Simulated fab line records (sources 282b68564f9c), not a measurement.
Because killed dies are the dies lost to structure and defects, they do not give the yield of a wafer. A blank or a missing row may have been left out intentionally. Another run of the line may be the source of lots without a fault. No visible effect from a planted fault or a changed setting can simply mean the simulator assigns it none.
Comparing a struck lot with a sound one	flow rit-cmos	15 out of 202 route steps
Sound: wafers L910.1, L910.2, L910.4. Wafers struck: L912.3, L912.4, L912.6. The cause is named last.
Each step with rows lists, per side, the tool, then ch with its chambers, then its first start. Under that, the readings that differ: sound wafers	struck wafers	difference of the means	sigmas: that difference in standard deviations of wafers without a fault.
alike: same words and numbers on both sides, and readings whose means sit less than 2 such deviations apart. not compared: any withheld reading, any reading some wafer has no value for, any bound like >300 that may hide the same value, and any number with overlapping values for which the record gives no deviation.
Wherever a step has rows on one side only, a row that says differs or no value, or a row with sigmas, the two part there. When numbers do not overlap yet have no deviation, they are printed without sigmas and do not part them. Lack of a reading on every wafer of one side parts them only where that side has two or more wafers.

RIT_GATE_STRIP_20: strips in O2, time 180 s.
  sound on plasma-asher-04 ch 0,1, day 4 11:41; struck on plasma-asher-04 ch 0,1, day 4 21:47
  alike: drypump-motor-current-A
  not compared: rf-hours-counter-h
RIT_GATE_CD_MEAS_90 targets a cd of 150 nm.
  sound on cd-sem-02 at day 4 11:52; struck on cd-sem-02 at day 4 21:56
  alike: cd-nm
then, 4 steps without rows for these wafers: RIT_REOX_CLEAN_00 (cleans in SC1, time 600 s); RIT_REOX_CLEAN_01 (cleans in dHF, time 30 s); RIT_REOX_CLEAN_02 (cleans in SC2, time 600 s); RIT_REOX_OXIDATION_03 (target thk 25.2 nm, ox time 5580 s).
RIT_REOX_THK_MEAS_04:
  sound on film-metro-04 at day 4 15:06; struck on film-metro-04 at day 5 00:57
  alike: REOX_OXIDE_THK
then, 5 steps without rows for these wafers: RIT_NLDD_HMDS_00 (prime time 60 s); RIT_NLDD_COAT_01 (resist thk 1000 nm); RIT_NLDD_SOFTBAKE_02 (time 60 s); RIT_NLDD_EXPOSE_03 (exposes mask M7, target cd 40700 nm); RIT_NLDD_PEB_04.
RIT_NLDD_DEVELOP_05: develop time 50 s.
  sound on litho-track-01 ch 0, day 4 16:00; struck on litho-track-02 ch 0, day 5 01:00
reading	sound	struck	difference	sigmas
developer-temp-C (C)	23.01 22.87 22.87	22.05 21.94 22.06	-0.90	-9
  alike: exhaust-pa, resist-line-temp-C
RIT_NLDD_OVL_MEAS_06:
  sound on overlay-02 at day 4 16:53; struck on overlay-01 at day 5 01:59
  alike: NLDD_OVL
RIT_M1_PROBE_99:
  sound on prober-02 at day 5 09:42; struck on prober-02 at day 5 17:49
  alike: killed-at-front-end, killed-dies, killed-open, killed-short

== WHERE THEY PART ==
RIT_NLDD_DEVELOP_05 only, going by this record. Later steps at which nothing parts them and some readings are alike: RIT_NLDD_OVL_MEAS_06, RIT_M1_PROBE_99.

WHY: whatever the simulator had introduced
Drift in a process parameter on litho-track-02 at RIT_NLDD_DEVELOP_05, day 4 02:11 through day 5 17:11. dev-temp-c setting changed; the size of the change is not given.
